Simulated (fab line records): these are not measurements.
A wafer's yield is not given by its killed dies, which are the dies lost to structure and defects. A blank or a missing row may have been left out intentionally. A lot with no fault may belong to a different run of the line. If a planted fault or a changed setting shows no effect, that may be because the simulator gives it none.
2 desks, one fault :: flow berkeleyCmos170 :: each desk holds nothing but its own numbers, with what lay behind them at the end

## AT THE METROLOGY DESK
What the gauges read for every lot (on any tool): the sampled wafers with a number, averaged. Any lot whose mean is over 4 standard deviations away from the usual mean is out of limits and marked OUT; that distance is given in the brackets.
Columns: A = cdNm at UCB170_M3_CD_MEAS_15, usual 700.2 nm
lot: L462
first seen here: day 9 08:12
A: 698.9

lot: L461
first seen here: day 9 10:11
A: 700.0

lot: L463
first seen here: day 9 11:37
A: 698.4

lot: L460
first seen here: day 9 12:02
A: 699.5

lot: L464
first seen here: day 10 07:08
A: 702.4

lot: L466
first seen here: day 10 12:14
A: 701.3

lot: L467
first seen here: day 10 23:36
A: 698.5

lot: L468
first seen here: day 10 23:56
A: 700.5

lot: L472
first seen here: day 11 20:39
A: 698.5

lot: L473
first seen here: day 11 23:26
A: 701.4

lot: L474
first seen here: day 12 14:25
A: 700.8

lot: L478
first seen here: day 13 05:35
A: 702.4

lot: L479
first seen here: day 13 23:13
A: 698.8

lot: L482
first seen here: day 14 13:43
A: 701.1
This desk's verdict: no lot among the 14 shows anything out of limits.

## AT THE TOOL OWNER'S DESK: pecvd-03
The tool's own readings at UCB170_SPACER_CVD_00 (deposits SiO2 from TEOS/O2, target thk 376 nm, time 47 s): means of the sampled wafers that have a number, for each lot that ran on this tool. Any lot whose mean is over 4 standard deviations away from the usual mean is out of limits and marked OUT; that distance is given in the brackets.
Columns: A = heaterPowerW at UCB170_SPACER_CVD_00, usual 279 W; B = susceptorTempC at UCB170_SPACER_CVD_00, usual 390.02 C
lot: L462
first seen here: day 8 00:25
A: 316
B: 390.16

lot: L464
first seen here: day 8 18:24
A: 310
B: 390.10

lot: L466
first seen here: day 9 04:34
A: 306
B: 389.90

lot: L468
first seen here: day 9 12:45
A: 320
B: 390.13

lot: L473
first seen here: day 10 10:43
A: 291
B: 389.95

lot: L474
first seen here: day 11 04:16
A: 306
B: 389.95
This desk's verdict: no lot among the 6 shows anything out of limits.

## PUT TOGETHER
At the metrology desk, nothing out of limits was observed.
The desk of the tool owner found nothing out of limits.

## WHAT WAS PUT IN BY THE SIMULATOR
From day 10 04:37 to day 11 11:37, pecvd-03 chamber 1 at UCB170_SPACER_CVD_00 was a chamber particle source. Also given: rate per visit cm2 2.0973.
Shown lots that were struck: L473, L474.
